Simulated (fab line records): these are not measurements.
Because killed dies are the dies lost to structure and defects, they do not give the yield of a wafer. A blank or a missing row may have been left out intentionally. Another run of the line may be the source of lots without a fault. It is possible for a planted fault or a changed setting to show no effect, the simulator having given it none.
Which of the tools did it? + flow berkeleyCmos170 + 13 lots, 39 wafers sampled, at 6 steps of a route of 331

== WHAT THE GAUGES SHOWED, per wafer ==
UCB170_SCREENOX_THK_MEAS_02.
| lot  | measured     | on           | SCREENOX_OXIDE_THK (nm) |
|------|--------------|--------------|-------------------------|
| L423 | day 6 13:52  | filmMetro-01 | 14.35 14.48 14.66       |
| L421 | day 6 13:53  | filmMetro-02 | 14.38 14.15 14.51       |
| L426 | day 7 17:41  | filmMetro-01 | 14.73 14.69 15.06       |
| L430 | day 8 07:29  | filmMetro-01 | 14.52 14.40 14.40       |
| L434 | day 9 12:46  | filmMetro-02 | 14.35 14.41 14.50       |
| L435 | day 10 05:55 | filmMetro-02 | 14.70 14.81 15.08       |
| L437 | day 10 11:46 | filmMetro-01 | 14.76 14.82 15.01       |
| L436 | day 10 11:46 | filmMetro-02 | 14.97 14.92 14.68       |
| L438 | day 10 11:46 | filmMetro-04 | 14.73 14.98 14.59       |
| L439 | day 11 03:58 | filmMetro-01 | 14.63 15.01 14.63       |
| L440 | day 11 03:58 | filmMetro-04 | 14.51 14.55 14.46       |
| L441 | day 11 04:00 | filmMetro-02 | 14.79 14.52 14.58       |
| L443 | day 11 19:27 | filmMetro-02 | 14.02 14.06 14.13       |

UCB170_GATE_THK_MEAS_02.
| lot  | measured     | on           | GATE_OXIDE_THK (nm) |
|------|--------------|--------------|---------------------|
| L423 | day 7 08:16  | filmMetro-04 | 6.61 6.54 6.58      |
| L421 | day 7 08:16  | filmMetro-03 | 6.77 6.84 6.75      |
| L426 | day 8 17:25  | filmMetro-04 | 6.51 6.49 6.46      |
| L430 | day 9 05:41  | filmMetro-04 | 6.49 6.58 6.54      |
| L434 | day 10 07:16 | filmMetro-04 | 6.94 7.04 6.93      |
| L435 | day 10 22:23 | filmMetro-03 | 6.46 6.61 6.57      |
| L437 | day 11 06:58 | filmMetro-04 | 6.39 6.55 6.51      |
| L436 | day 11 06:58 | filmMetro-02 | 6.73 6.64 6.60      |
| L438 | day 11 06:58 | filmMetro-03 | 6.51 6.63 6.60      |
| L439 | day 11 20:47 | filmMetro-02 | 6.71 6.69 6.70      |
| L440 | day 11 20:47 | filmMetro-03 | 6.74 6.67 6.70      |
| L441 | day 11 20:47 | filmMetro-04 | 6.66 6.85 6.77      |
| L443 | day 12 11:59 | filmMetro-04 | 6.49 6.57 6.46      |

UCB170_NLDD_CD_MEAS_06 targets a cd of 1200 nm.
| lot  | measured     | on       | cdNm (nm)            |
|------|--------------|----------|----------------------|
| L423 | day 8 01:40  | cdSem-02 | 1199.6 1198.3 1198.4 |
| L421 | day 8 01:00  | cdSem-02 | 1198.5 1199.3 1199.8 |
| L426 | day 9 10:14  | cdSem-02 | - - -                |
| L430 | day 9 23:20  | cdSem-02 | 1199.5 1201.1 1200.8 |
| L434 | day 10 23:28 | cdSem-01 | 1200.2 1200.9 1200.6 |
| L435 | day 11 11:59 | cdSem-02 | 1199.8 1199.8 1199.6 |
| L437 | day 11 22:13 | cdSem-02 | 1201.0 1199.4 1199.5 |
| L436 | day 11 22:07 | cdSem-02 | 1200.0 1199.4 1199.6 |
| L438 | day 11 21:53 | cdSem-02 | 1200.5 1199.4 1200.3 |
| L439 | day 12 10:48 | cdSem-01 | 1200.2 1199.3 1198.9 |
| L440 | day 12 10:15 | cdSem-02 | 1202.1 1200.7 1199.3 |
| L441 | day 12 10:40 | cdSem-02 | 1198.2 1199.1 1198.6 |
| L443 | day 13 02:20 | cdSem-02 | 1200.1 1200.3 1199.4 |

UCB170_NLDD_TW_MEAS_11.
| lot  | measured     | on           | NLDD_TW        |
|------|--------------|--------------|----------------|
| L423 | day 8 02:13  | filmMetro-02 | 2216 2214 2221 |
| L421 | day 8 01:32  | filmMetro-04 | 2219 2231 2219 |
| L426 | day 9 10:46  | filmMetro-04 | 30 30 30       |
| L430 | day 9 23:54  | filmMetro-01 | 2221 2240 2225 |
| L434 | day 11 00:00 | filmMetro-02 | 2205 2197 2201 |
| L435 | day 11 12:31 | filmMetro-02 | 2199 2213 2206 |
| L437 | day 11 22:46 | filmMetro-04 | 2214 2230 2218 |
| L436 | day 11 22:40 | filmMetro-01 | 2241 2240 2237 |
| L438 | day 11 22:25 | filmMetro-02 | 2197 2200 2204 |
| L439 | day 12 11:21 | filmMetro-04 | 2228 2219 2244 |
| L440 | day 12 10:48 | filmMetro-04 | 2223 2223 2227 |
| L441 | day 12 11:13 | filmMetro-01 | 2211 2212 2217 |
| L443 | day 13 02:54 | filmMetro-01 | 2218 2222 2217 |

== EACH LOT AND THE TOOL THAT RAN IT (in order: tool; ch and the chambers of the sampled wafers; start) ==
| lot  | UCB170_PVT_STRIP_08                 | UCB170_NLDD_EXPOSE_03            |
|------|-------------------------------------|----------------------------------|
| L423 | plasmaAsher-02 ch 1, day 6 23:28    | krfScanner-01 ch 0, day 8 01:16  |
| L421 | plasmaAsher-03 ch 1, day 6 23:18    | krfScanner-01 ch 0, day 8 00:37  |
| L426 | plasmaAsher-02 ch 1, day 8 04:59    | krfScanner-01 ch 0, day 9 09:47  |
| L430 | plasmaAsher-04 ch 0,1, day 8 21:23  | krfScanner-01 ch 0, day 9 22:53  |
| L434 | plasmaAsher-03 ch 1, day 9 22:57    | krfScanner-02 ch 0, day 10 22:44 |
| L435 | plasmaAsher-02 ch 0,1, day 10 15:59 | krfScanner-01 ch 0, day 11 11:34 |
| L437 | plasmaAsher-02 ch 0,1, day 10 23:54 | krfScanner-01 ch 0, day 11 21:47 |
| L436 | plasmaAsher-02 ch 0,1, day 11 00:39 | krfScanner-01 ch 0, day 11 21:40 |
| L438 | plasmaAsher-03 ch 0,1, day 11 00:22 | krfScanner-01 ch 0, day 11 21:23 |
| L439 | plasmaAsher-03 ch 0,1, day 11 12:59 | krfScanner-01 ch 0, day 12 10:08 |
| L440 | plasmaAsher-04 ch 0,1, day 11 12:52 | krfScanner-02 ch 0, day 12 09:32 |
| L441 | plasmaAsher-04 ch 0, day 11 13:08   | krfScanner-01 ch 0, day 12 09:50 |
| L443 | plasmaAsher-04 ch 0,1, day 12 04:39 | krfScanner-01 ch 0, day 13 01:47 |
- UCB170_PVT_STRIP_08: strips in O2.
- UCB170_NLDD_EXPOSE_03: exposes mask NSELECT, target cd 1200 nm.

== WHAT THE TOOLS THEMSELVES READ (means of the sampled wafers that have a number; where no wafer has one, the mark that the record gives instead) ==
UCB170_PVT_STRIP_08.
| lot  | tool           | drypumpMotorCurrentA (A) | oesProductAu (a.u.) | stripTimeToEndpointS (s) |
|------|----------------|--------------------------|---------------------|--------------------------|
| L423 | plasmaAsher-02 | 5.7                      | 0.737               | 21.69                    |
| L421 | plasmaAsher-03 | 5.3                      | 0.735               | 21.64                    |
| L426 | plasmaAsher-02 | 5.7                      | 0.735               | 21.60                    |
| L430 | plasmaAsher-04 | 6.2                      | 0.734               | 21.68                    |
| L434 | plasmaAsher-03 | 5.3                      | 0.732               | 21.65                    |
| L435 | plasmaAsher-02 | 5.9                      | 0.738               | 21.70                    |
| L437 | plasmaAsher-02 | 5.8                      | 0.735               | 21.72                    |
| L436 | plasmaAsher-02 | 5.8                      | 0.738               | 21.77                    |
| L438 | plasmaAsher-03 | 5.2                      | 0.736               | 21.57                    |
| L439 | plasmaAsher-03 | 5.2                      | 0.738               | 21.62                    |
| L440 | plasmaAsher-04 | 6.2                      | 0.735               | 21.74                    |
| L441 | plasmaAsher-04 | 6.4                      | 0.733               | 21.61                    |
| L443 | plasmaAsher-04 | 6.2                      | 0.740               | 21.75                    |

UCB170_NLDD_EXPOSE_03.
| lot  | tool          | stageVelMmS (mm/s) |
|------|---------------|--------------------|
| L423 | krfScanner-01 | 500.05             |
| L421 | krfScanner-01 | 499.87             |
| L426 | krfScanner-01 | 499.99             |
| L430 | krfScanner-01 | 500.27             |
| L434 | krfScanner-02 | 500.03             |
| L435 | krfScanner-01 | 500.14             |
| L437 | krfScanner-01 | 500.13             |
| L436 | krfScanner-01 | 499.84             |
| L438 | krfScanner-01 | 499.71             |
| L439 | krfScanner-01 | 499.96             |
| L440 | krfScanner-02 | 500.08             |
| L441 | krfScanner-01 | 499.78             |
| L443 | krfScanner-01 | 500.04             |

== THE ANSWER, worked out from the rows above alone ==
Rule: usual is defined by the lots themselves. The widest of any qualifying gaps counts: lots, ordered by their means at a reading, are off when they make up no more than a third of the lots, leave a main group of 4 or more, and stand apart from it by 3 or more times the standard deviation of that group's means. Not used: any main group whose means are identical at the precision the tables above print for the reading. A lot without any number at a reading at which 4 lots or more have one is off too. The other lots that the step has rows for count as sound. Order of review: gauges by route order, followed by the tools' own readings, for which a lot's mean as printed above is used. The first step at which some lot is off is used, and at that step the reading that is off furthest; a lot without a number counts as furthest.
Off: L426 (UCB170_NLDD_CD_MEAS_06, cdNm). Without a number there: L426. Main group: mean 1199.8 nm, sd 0.64.
A tool fits if, at a process step before that reading, it ran every lot that is off, and no sound lot after the first of them. Not tried: the gauges at UCB170_NLDD_CD_MEAS_06; whatever is off there is also off at UCB170_NLDD_TW_MEAS_11, on other tools, and gauge error can't account for it. None of those tried fits.

== WHAT THE SIMULATOR PUT IN ==
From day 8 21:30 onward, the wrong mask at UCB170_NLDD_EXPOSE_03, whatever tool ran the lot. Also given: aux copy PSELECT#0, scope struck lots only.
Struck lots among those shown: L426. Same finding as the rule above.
